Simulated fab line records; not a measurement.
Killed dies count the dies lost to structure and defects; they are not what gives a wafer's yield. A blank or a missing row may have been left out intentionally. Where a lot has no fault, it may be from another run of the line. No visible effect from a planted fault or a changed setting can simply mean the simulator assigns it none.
Split-lot study / flow ritCmos / on a route of 202 steps: 5 lots, 23 wafers read

== ON THE SPLIT ==
At RIT_GATE_CVD_08 (deposits poly-Si from SiH4, target thk 250 nm, time 2220 s), the setting timeS was moved away from the recipe's 2220 s on 20 of the 23 wafers read, by -13.6% to +12.1%. The other wafers ran this setting at the recipe's value.

== FROM THE SPLIT TO THE READING: what the file shows between them, 3 steps ==
- RIT_GATE_THK_MEAS_09
- RIT_GATE_DEVELOP_15: develop time 50 s (also split here: devTempC)
- RIT_GATE_HARDBAKE_18: time 60 s

== THE READING ==
oesProductAu, in a.u., at RIT_GATE_ETCH_19 (etches poly-Si in SF6/CHF3/O2, stops on SiO2, time 165 s, target depth 312.5 nm). On this fab line, fault-free wafers typically give 0.850 a.u. with a standard deviation of 0.013 a.u.

wafer=L075.2; tool, chamber at the split=-, -; timeS as run, s=1919; against the recipe=-13.6%; oesProductAu, a.u.=0.778; against lot-mates on the recipe=no lot-mate on the recipe
wafer=L075.3; tool, chamber at the split=-, -; timeS as run, s=1919; against the recipe=-13.6%; oesProductAu, a.u.=0.767; against lot-mates on the recipe=no lot-mate on the recipe
wafer=L075.4; tool, chamber at the split=-, -; timeS as run, s=1919; against the recipe=-13.6%; oesProductAu, a.u.=0.763; against lot-mates on the recipe=no lot-mate on the recipe
wafer=L075.5; tool, chamber at the split=-, -; timeS as run, s=1919; against the recipe=-13.6%; oesProductAu, a.u.=0.766; against lot-mates on the recipe=no lot-mate on the recipe
wafer=L075.6; tool, chamber at the split=-, -; timeS as run, s=1919; against the recipe=-13.6%; oesProductAu, a.u.=0.786; against lot-mates on the recipe=no lot-mate on the recipe
wafer=L074.1; tool, chamber at the split=-, -; timeS as run, s=1944; against the recipe=-12.4%; oesProductAu, a.u.=0.782; against lot-mates on the recipe=no lot-mate on the recipe
wafer=L074.2; tool, chamber at the split=-, -; timeS as run, s=1944; against the recipe=-12.4%; oesProductAu, a.u.=0.776; against lot-mates on the recipe=no lot-mate on the recipe
wafer=L074.3; tool, chamber at the split=-, -; timeS as run, s=1944; against the recipe=-12.4%; oesProductAu, a.u.=0.758; against lot-mates on the recipe=no lot-mate on the recipe
wafer=L074.5; tool, chamber at the split=-, -; timeS as run, s=1944; against the recipe=-12.4%; oesProductAu, a.u.=0.775; against lot-mates on the recipe=no lot-mate on the recipe
wafer=L074.6; tool, chamber at the split=-, -; timeS as run, s=1944; against the recipe=-12.4%; oesProductAu, a.u.=0.762; against lot-mates on the recipe=no lot-mate on the recipe
wafer=L078.1; tool, chamber at the split=lpcvd-01, 0; timeS as run, s=2220; against the recipe=recipe; oesProductAu, a.u.=0.845; against lot-mates on the recipe=-
wafer=L078.4; tool, chamber at the split=lpcvd-01, 0; timeS as run, s=2220; against the recipe=recipe; oesProductAu, a.u.=0.867; against lot-mates on the recipe=-
wafer=L078.5; tool, chamber at the split=lpcvd-01, 0; timeS as run, s=2220; against the recipe=recipe; oesProductAu, a.u.=0.849; against lot-mates on the recipe=-
wafer=L081.1; tool, chamber at the split=-, -; timeS as run, s=2469; against the recipe=+11.2%; oesProductAu, a.u.=0.933; against lot-mates on the recipe=no lot-mate on the recipe
wafer=L081.2; tool, chamber at the split=-, -; timeS as run, s=2469; against the recipe=+11.2%; oesProductAu, a.u.=0.891; against lot-mates on the recipe=no lot-mate on the recipe
wafer=L081.3; tool, chamber at the split=-, -; timeS as run, s=2469; against the recipe=+11.2%; oesProductAu, a.u.=0.912; against lot-mates on the recipe=no lot-mate on the recipe
wafer=L081.4; tool, chamber at the split=-, -; timeS as run, s=2469; against the recipe=+11.2%; oesProductAu, a.u.=0.918; against lot-mates on the recipe=no lot-mate on the recipe
wafer=L081.6; tool, chamber at the split=-, -; timeS as run, s=2469; against the recipe=+11.2%; oesProductAu, a.u.=0.907; against lot-mates on the recipe=no lot-mate on the recipe
wafer=L083.1; tool, chamber at the split=-, -; timeS as run, s=2489; against the recipe=+12.1%; oesProductAu, a.u.=0.925; against lot-mates on the recipe=no lot-mate on the recipe
wafer=L083.2; tool, chamber at the split=-, -; timeS as run, s=2489; against the recipe=+12.1%; oesProductAu, a.u.=0.901; against lot-mates on the recipe=no lot-mate on the recipe
wafer=L083.3; tool, chamber at the split=-, -; timeS as run, s=2489; against the recipe=+12.1%; oesProductAu, a.u.=0.923; against lot-mates on the recipe=no lot-mate on the recipe
wafer=L083.5; tool, chamber at the split=-, -; timeS as run, s=2489; against the recipe=+12.1%; oesProductAu, a.u.=0.891; against lot-mates on the recipe=no lot-mate on the recipe
wafer=L083.6; tool, chamber at the split=-, -; timeS as run, s=2489; against the recipe=+12.1%; oesProductAu, a.u.=0.935; against lot-mates on the recipe=no lot-mate on the recipe

FIT RESULTS
A straight line over all 23 wafers: oesProductAu changes by +0.00577 a.u. for each +1% of timeS; r = +0.98; the points scatter about the line by 0.013 a.u.
Too few moved wafers with a lot-mate on the recipe to fit a line net of each lot's own level.

== THE WHOLE CHAIN: every reading that the file lists as answering this split, in the file's order ==
step=RIT_GATE_CVD_08; what it does=deposits poly-Si from SiH4, target thk 250 nm, time 2220 s; reading=poly-Si_of_GATE_CVD_08.thkNm (the simulator's own value, which no gauge read); change (the file's fit)=+2.5 nm for each +1% of the setting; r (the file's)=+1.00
step=RIT_GATE_THK_MEAS_09; what it does=; reading=GATE_POLY_THK; change (the file's fit)=+2.5 for each +1% of the setting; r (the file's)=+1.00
step=RIT_GATE_ETCH_19; what it does=etches poly-Si in SF6/CHF3/O2, stops on SiO2, time 165 s, target depth 312.5 nm; reading=oesProductAu; change (the file's fit)=+0.00575 a.u. for each +1% of the setting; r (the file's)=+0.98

== FILE'S OWN FIT ==
oesProductAu changes by +0.00575 a.u. for each +1% of timeS, r = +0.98.
